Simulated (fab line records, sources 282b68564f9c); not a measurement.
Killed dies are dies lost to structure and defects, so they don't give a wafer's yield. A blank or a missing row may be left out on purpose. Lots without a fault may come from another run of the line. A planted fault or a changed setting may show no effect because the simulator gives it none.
A struck lot beside a sound one | flow rit_cmos | 17 steps out of a route of 202
Sound: wafers L879.1, L879.2, L879.4. Struck: wafers L882.1, L882.4, L882.6. The cause comes at the end.
At each step with rows: each side's tool, then ch and its chambers, then its first start. Under that, the readings that differ: sound wafers | struck wafers | difference of the means | sigmas: that difference in standard deviations of wafers without a fault.
alike: readings whose means differ by less than 2 such deviations, and words and numbers that are the same on both sides. not compared: withheld readings, readings that some wafer has no value for, bounds like >300 that may hide the same value, and numbers for which the record gives no deviation and whose values overlap.
The two part at a step that has a row with sigmas, a row that says differs or no value, or rows on one side only. Numbers that don't overlap but have no deviation are shown without sigmas and don't part them. A reading that every wafer of one side lacks parts them only if that side has two wafers or more.

RIT_NWELL_TW_MEAS_10:
  sound on film_metro-04, day 3 09:13; struck on film_metro-01, day 4 00:19
  reading  | sound          | struck         | difference | sigmas
  NWELL_TW | 2156 2146 2156 | 2096 2100 2099 | -54        | -2
then, 6 steps without rows for these wafers: RIT_PWELL_HMDS_00 (prime time 60 s); RIT_PWELL_COAT_01 (resist thk 1300 nm); RIT_PWELL_SOFTBAKE_02 (time 60 s); RIT_PWELL_EXPOSE_03 (exposes mask M3, target cd 43700 nm); RIT_PWELL_PEB_04; RIT_PWELL_DEVELOP_05 (develop time 68 s).
RIT_PWELL_OVL_MEAS_06:
  sound on overlay-01, day 3 10:25; struck on overlay-01, day 4 01:16
  alike: PWELL_OVL
then, 2 steps without rows for these wafers: RIT_PWELL_HARDBAKE_07 (time 120 s); RIT_PWELL_IMPLANT_08.
RIT_PWELL_STRIP_09: strips in O2, time 180 s.
  sound on plasma_asher-02 ch 0,1, day 3 10:50; struck on plasma_asher-04 ch 0,1, day 4 01:43
  alike: drypump_motor_current_A
  not compared: rf_hours_counter_h
RIT_PWELL_TW_MEAS_10:
  sound on film_metro-04, day 3 11:01; struck on film_metro-01, day 4 01:53
  reading  | sound       | struck      | difference | sigmas
  PWELL_TW | 957 960 957 | 932 925 931 | -29        | -2
RIT_WELLDRIVE_ANNEAL_00: time 14700 s.
  sound on furnace-04 ch 0, day 3 12:52; struck on furnace-01 ch 0, day 4 02:34
  reading                | sound                | struck               | difference | sigmas
  spike_tc_centre_C (C)  | 1101.6 1100.2 1102.1 | 1042.8 1042.9 1042.4 | -58.6      | -49
  spike_tc_load_C (C)    | 1123.0 1124.3 1124.4 | 1069.4 1067.3 1070.0 | -55.0      | -20
  spike_tc_source_C (C)  | 1125.9 1125.8 1127.2 | 1066.4 1065.9 1066.1 | -60.2      | -55
  tube_center_temp_C (C) | 1100 1100.1 1100     | 1040 1040.1 1039.9   | -60        | -99 or more
  tube_center_temp_C_max | 1102.9 1103.7 1102.5 | 1043.8 1042.5 1043.0 | -59.9      | -99 or more
RIT_WELLDRIVE_RS_MEAS_01: measures by four-point-probe.
  sound on film_metro-02, day 3 17:57; struck on film_metro-04, day 4 07:38
  reading           | sound             | struck            | difference | sigmas
  NWELL_RS (ohm/sq) | 274.6 275.1 275.8 | 346.2 346.3 345.7 | +70.9      | +99 or more
RIT_WELLDRIVE_RS_MEAS_02: measures by four-point-probe.
  sound on film_metro-02, day 3 18:04; struck on film_metro-04, day 4 07:46
  reading           | sound             | struck            | difference | sigmas
  PWELL_RS (ohm/sq) | 427.4 429.4 428.7 | 495.6 495.7 495.5 | +67.1      | +56
then, 1 step without rows for these wafers: RIT_NRETRO_HMDS_00 (prime time 60 s).
RIT_M1_PROBE_99:
  sound on prober-01, day 5 03:03; struck on prober-02, day 5 16:45
  reading                             | sound             | struck            | difference | sigmas
  model.etest.pmos_0p3.r_on_ohm_um    | 6467 6450 6481    | 6919 6922 6717    | +387       |
  model.etest.pmos_turned.r_on_ohm_um | 3451 3424 3463    | 3847 3893 3756    | +386       |
  model.etest.pmos_0p15.r_on_ohm_um   | 2819 2775 2838    | 3026 3076 3022    | +231       |
  model.etest.nwell_pinched.rs_ohm_sq | 338.5 336.5 341.4 | 499.4 502.5 505.3 | +163.6     |
  model.etest.pwell.rs_ohm_sq         | 416.4 417.4 419.3 | 487.6 479.4 479   | +64.3      |
  model.etest.pwell_pinched.rs_ohm_sq | 459.7 456.6 466.8 | 528 522.8 527.4   | +65        |
  model.etest.pmos_0p15.drive_ua_um   | 248.7 253.2 249.6 | 215.6 212.7 220.7 | -34.2      |
  model.etest.pmos_turned.drive_ua_um | 186.5 191 189.8   | 154.7 152.7 160.4 | -33.2      |
  alike: killed_at_contacts, killed_at_front_end, killed_dies, killed_open, killed_short

WHERE THEY PART
First at RIT_NWELL_TW_MEAS_10; last, within this record, at RIT_WELLDRIVE_RS_MEAS_02. Later steps at which nothing parts them and some readings are alike: RIT_M1_PROBE_99.

WHY: what the simulator had put in
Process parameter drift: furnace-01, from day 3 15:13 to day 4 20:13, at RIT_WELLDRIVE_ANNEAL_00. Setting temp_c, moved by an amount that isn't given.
